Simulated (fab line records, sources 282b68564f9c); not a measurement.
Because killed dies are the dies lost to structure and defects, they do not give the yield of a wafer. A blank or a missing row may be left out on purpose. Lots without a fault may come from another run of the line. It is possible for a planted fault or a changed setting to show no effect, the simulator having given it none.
A struck lot beside a sound one | flow rit cmos | 14 out of 202 route steps
Sound: the wafers L924.3, L924.5, L924.6. The struck wafers were L909.2, L909.4, L909.6. Last of all comes the cause.
At each step with rows: each side's tool, then ch and its chambers, then its first start. Under that, the readings that differ: sound wafers | struck wafers | difference of the means | sigmas: that difference in standard deviations of wafers without a fault.
alike: words and numbers the same on both sides, and readings whose means are apart by under 2 such deviations; not compared: readings that were withheld, readings missing a value for some wafer, numbers with overlapping values and no deviation given by the record, and bounds like >300 which may hide the same value.
The two part at a step that has a row with sigmas, a row that says differs or no value, or rows on one side only. When numbers do not overlap yet have no deviation, they are printed without sigmas and do not part them. A reading that every wafer of one side lacks parts them only if that side has two wafers or more.

first, 1 step without rows for these wafers: RIT_PRETRO_IMPLANT_08.
RIT_PRETRO_STRIP_09: strips in O2, time 180 s.
  sound on plasma asher-02 ch 0,1, day 6 22:07; struck on plasma asher-02 ch 0,1, day 3 19:10
  alike: drypump motor current A
  not compared: rf hours counter h
RIT_PRETRO_TW_MEAS_10:
  struck on film metro-01, day 3 19:21; sound on film metro-04, day 6 22:16
  alike: PRETRO_TW
then, 5 steps without rows for these wafers: RIT_GATE_WET_ETCH_00 (etches SiO2 in BOE, target depth 56 nm, time 60 s); RIT_GATE_CLEAN_01 (cleans in SC1, time 600 s); RIT_GATE_CLEAN_02 (cleans in dHF, time 30 s); RIT_GATE_CLEAN_03 (cleans in SC2, time 600 s); RIT_GATE_CLEAN_04 (cleans in dHF, time 60 s).
RIT_FOX2_THK_MEAS_91:
  struck on film metro-03, day 3 19:50; sound on film metro-02, day 6 22:49
  alike: FIELD_OXIDE_LEFT_2_THK
then, 2 steps without rows for these wafers: RIT_GATE_OXIDATION_05 (target thk 3 nm, ox time 270 s); RIT_GATE_ANNEAL_06 (time 600 s).
RIT_GATE_THK_MEAS_07:
  struck on film metro-02, day 3 21:14; sound on film metro-04, day 7 00:12
  reading             | sound          | struck         | difference | sigmas
  GATE_OXIDE_THK (nm) | 2.88 2.88 2.88 | 3.08 2.98 2.98 | +0.13      | +2
RIT_GATE_CVD_08: deposits poly-Si from SiH4, target thk 250 nm, time 2220 s.
  sound on lpcvd-02 ch 1, day 7 00:14; struck on lpcvd-02 ch 1, day 3 21:17
  reading                                  | sound             | struck            | difference | sigmas
  sih4 flow sccm (sccm)                    | 99.51 99.90 99.86 | 49.86 49.75 49.67 | -50.00     | -99 or more
  model.poly-Si_of_GATE_CVD_08.thk nm (nm) | 258 255.4 256.1   | 133.6 131.8 133.2 | -123.6     |
RIT_GATE_THK_MEAS_09:
  struck on film metro-03, day 3 23:56; sound on film metro-02, day 7 01:53
  reading            | sound             | struck            | difference | sigmas
  GATE_POLY_THK (nm) | 257.8 255.5 256.2 | 133.4 131.8 133.1 | -123.7     | -48
  not compared: hold

== WHERE THEY PART ==
Last at RIT_GATE_THK_MEAS_09 as far as this record goes, first at RIT_GATE_THK_MEAS_07.

WHY: what the simulator had put in
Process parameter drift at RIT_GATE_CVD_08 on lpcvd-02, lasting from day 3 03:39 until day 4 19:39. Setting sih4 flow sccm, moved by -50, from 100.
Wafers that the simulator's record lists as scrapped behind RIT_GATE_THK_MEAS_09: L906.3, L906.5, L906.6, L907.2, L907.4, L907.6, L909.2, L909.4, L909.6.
